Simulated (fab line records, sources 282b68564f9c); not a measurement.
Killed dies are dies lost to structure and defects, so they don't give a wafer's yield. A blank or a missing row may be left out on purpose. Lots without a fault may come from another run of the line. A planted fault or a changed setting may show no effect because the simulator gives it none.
Split-lot experiment | flow rit_cmos | 5 lots, 23 wafers read, on a route of 202 steps

THE SPLIT
At RIT_ACTIVE_COAT_06 (resist thk 1000 nm), the setting resist_thk_nm was moved away from the recipe's 1000 nm on 11 of the 23 wafers read, by -5.0% to +3.7%. The other wafers ran this setting at the recipe's value.

FROM THE SPLIT TO THE READING: what the file shows between them, 4 steps
- RIT_ACTIVE_SOFTBAKE_07: time 60 s
- RIT_ACTIVE_EXPOSE_08: exposes mask M1, target cd 1400 nm
- RIT_ACTIVE_PEB_09
- RIT_ACTIVE_DEVELOP_10: develop time 48.04 s

THE READING
cd_nm, in nm, at RIT_ACTIVE_CD_MEAS_11 (target cd 1400 nm). Fault-free wafers of this fab line usually give 1400.0 nm, standard deviation 2.2 nm.

wafer  | tool, chamber at the split | resist_thk_nm as run, nm | against the recipe | cd_nm, nm | against lot-mates on the recipe
L075.1 | litho_track-03, 0          | 1000                     | recipe             | 1401.2    | -
L075.2 | litho_track-03, 0          | 949.6                    | -5.0%              | 1395.0    | -6.3
L075.3 | litho_track-03, 0          | 1000                     | recipe             | 1400.3    | -
L075.4 | litho_track-03, 0          | 1000                     | recipe             | 1402.4    | -
L075.6 | litho_track-03, 0          | 949.6                    | -5.0%              | 1396.3    | -5.0
L076.2 | litho_track-02, 0          | 1000                     | recipe             | 1398.3    | -
L076.3 | litho_track-02, 0          | 1037                     | +3.7%              | 1401.3    | +3.8
L076.4 | litho_track-02, 0          | 1037                     | +3.7%              | 1401.2    | +3.7
L076.5 | litho_track-02, 0          | 1037                     | +3.7%              | 1401.1    | +3.6
L076.6 | litho_track-02, 0          | 1000                     | recipe             | 1396.7    | -
L079.2 | litho_track-01, 0          | 1000                     | recipe             | 1398.5    | -
L079.3 | litho_track-01, 0          | 1000                     | recipe             | 1400.1    | -
L079.4 | litho_track-01, 0          | 1028                     | +2.8%              | 1401.0    | +1.7
L079.5 | litho_track-01, 0          | 1028                     | +2.8%              | 1400.2    | +0.9
L079.6 | litho_track-01, 0          | 1028                     | +2.8%              | 1402.5    | +3.2
L080.2 | litho_track-02, 0          | 1000                     | recipe             | 1402.2    | -
L080.3 | litho_track-02, 0          | 1000                     | recipe             | 1402.2    | -
L080.4 | litho_track-02, 0          | 1027                     | +2.7%              | 1402.9    | +0.7
L080.5 | litho_track-02, 0          | 1027                     | +2.7%              | 1402.2    | +0.0
L080.6 | litho_track-02, 0          | 1027                     | +2.7%              | 1404.2    | +2.0
L085.2 | litho_track-02, 0          | 1000                     | recipe             | 1403.0    | -
L085.3 | litho_track-02, 0          | 1000                     | recipe             | 1403.7    | -
L085.4 | litho_track-02, 0          | 1000                     | recipe             | 1401.4    | -

THE FIT
A straight line over all 23 wafers: cd_nm changes by +0.638 nm for each +1% of resist_thk_nm; r = +0.63; the points scatter about the line by 1.9 nm.
The same after taking each lot's own level away (the mean of its wafers on the recipe; 23 wafers): +0.93 nm for each +1%; r = +0.91; scatter 1 nm.
On that fit, the largest move of resist_thk_nm shifts the reading by 4.7 nm.
The lots' own levels span 1397.50 to 1402.70 nm, that is 2.4 times the standard deviation above.
So the lot-to-lot level blurs the effect unless lot-mates are compared.
Check: with one of the wafers moved furthest among these (-5.0%) left out of the fit, the line predicts -4.45 nm for it against its lot-mates. It came out at -6.3 nm against them.

THE WHOLE CHAIN: every reading that the file lists as answering this split, in the file's order
step                   | what it does                                                        | reading                                                                           | change (the file's fit)               | r (the file's)
RIT_ACTIVE_COAT_06     | resist thk 1000 nm                                                  | NOVOLAK_of_ACTIVE_COAT_06.thk_nm (the simulator's own value, which no gauge read) | +10.2 nm for each +1% of the setting  | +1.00
RIT_ACTIVE_CD_MEAS_11  | target cd 1400 nm                                                   | cd_nm                                                                             | +0.923 nm for each +1% of the setting | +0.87
RIT_ACTIVE_HARDBAKE_12 | time 60 s                                                           | NOVOLAK_of_ACTIVE_COAT_06.thk_nm (the simulator's own value, which no gauge read) | +8.89 nm for each +1% of the setting  | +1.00
RIT_ACTIVE_ETCH_13     | etches Si3N4 in SF6, stops on SiO2, time 210 s, target depth 210 nm | NOVOLAK_of_ACTIVE_COAT_06.thk_nm (the simulator's own value, which no gauge read) | +7.19 nm for each +1% of the setting  | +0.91

THE FILE'S OWN FIT
cd_nm changes by +0.923 nm for each +1% of resist_thk_nm, r = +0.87.
